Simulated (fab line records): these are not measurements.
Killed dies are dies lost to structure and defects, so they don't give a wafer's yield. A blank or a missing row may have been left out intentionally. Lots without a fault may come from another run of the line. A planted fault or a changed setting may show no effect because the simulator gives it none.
The same fault as seen by 2 desks / flow berkeley-cmos170 / each desk has only its own numbers; what lay behind them comes last

## FOR THE TOOL OWNER'S DESK: rie-diel-02
The tool's own readings at UCB170_V2_ETCH_14 (etches SiO2 in CHF3/CF4/Ar, stops on Al, target depth 1250 nm, time 291 s): means of the sampled wafers that have a number, for each lot that ran on this tool. A lot is out of limits, marked OUT, if its mean lies more than 4 standard deviations from the usual mean; the brackets give that distance.
Columns: A = drypump-motor-current-A at UCB170_V2_ETCH_14, usual 5.9 A; B = oes-product-au at UCB170_V2_ETCH_14, usual 0.870 a.u.; C = run-length-s at UCB170_V2_ETCH_14, usual 319.4 s; D = throttle-valve-pct at UCB170_V2_ETCH_14, usual 6.96 %
lot=L609; first seen here=day 10 01:44; A=6.2; B=0.866; C=319.4; D=6.94
lot=L610; first seen here=day 10 03:28; A=6.2; B=0.805 (-5.4) OUT; C=371.7 (+99 or more) OUT; D=6.96
lot=L613; first seen here=day 10 12:50; A=5.8; B=0.809 (-5.1) OUT; C=371.9 (+99 or more) OUT; D=6.97
This desk's finding: out of limits on L610, L613; first on L610, day 10 03:28 (oes-product-au at UCB170_V2_ETCH_14). L609: within limits.

## THE METROLOGY DESK
Means of the sampled wafers that have a number, per lot and without regard to the tool the lot ran on: this is what the gauges read. A lot is out of limits, marked OUT, if its mean lies more than 4 standard deviations from the usual mean; the brackets give that distance.
Columns: A = V2_BOW at UCB170_V2_BOW_MEAS_03, usual 37 um; B = V2_POLISHED_THK at UCB170_V2_THK_MEAS_04, usual 999.9 nm; C = cd-nm at UCB170_V2_CD_MEAS_12, usual 699.9 nm; D = V2_OVL at UCB170_V2_OVL_MEAS_13, usual 0 nm; E = cd-nm at UCB170_V2_CD_MEAS_90, usual 699.2 nm
lot=L609; first seen here=day 9 23:52; A=33; B=1001.1; C=700.3; D=-2; E=699.7
lot=L610; first seen here=day 10 02:06; A=34; B=999.2; C=700.0; D=-3; E=700.4
lot=L613; first seen here=day 10 10:38; A=34; B=1000.1; C=703.4; D=4; E=704.2
lot=L618; first seen here=day 11 20:07; A=34; B=1001.2; C=700.2; D=0; E=699.4
lot=L621; first seen here=day 12 14:13; A=27; B=999.4; C=699.2; D=-2; E=698.5
lot=L624; first seen here=day 13 02:10; A=36; B=1000.3; C=699.5; D=-2; E=699.2
This desk's finding: nothing out of limits on any of the 6 lots.

## TAKEN TOGETHER
On L610, L613, at day 10 03:28, an alarm was possible from the tool owner's desk.
Metrology desk: nothing out of limits seen.
The metrology desk holds a record of L610, L613, inside its limits.
UCB170_V2_ETCH_14 was run on rie-diel-02 by each of the lots named.

## WHAT THE SIMULATOR PUT IN
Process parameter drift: rie-diel-02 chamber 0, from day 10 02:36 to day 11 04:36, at UCB170_V2_ETCH_14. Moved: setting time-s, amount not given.
Shown lots that were struck: L610, L613.
Time in hours from fault onset to the first out-of-limits reading at each desk: the tool owner's desk, 1.
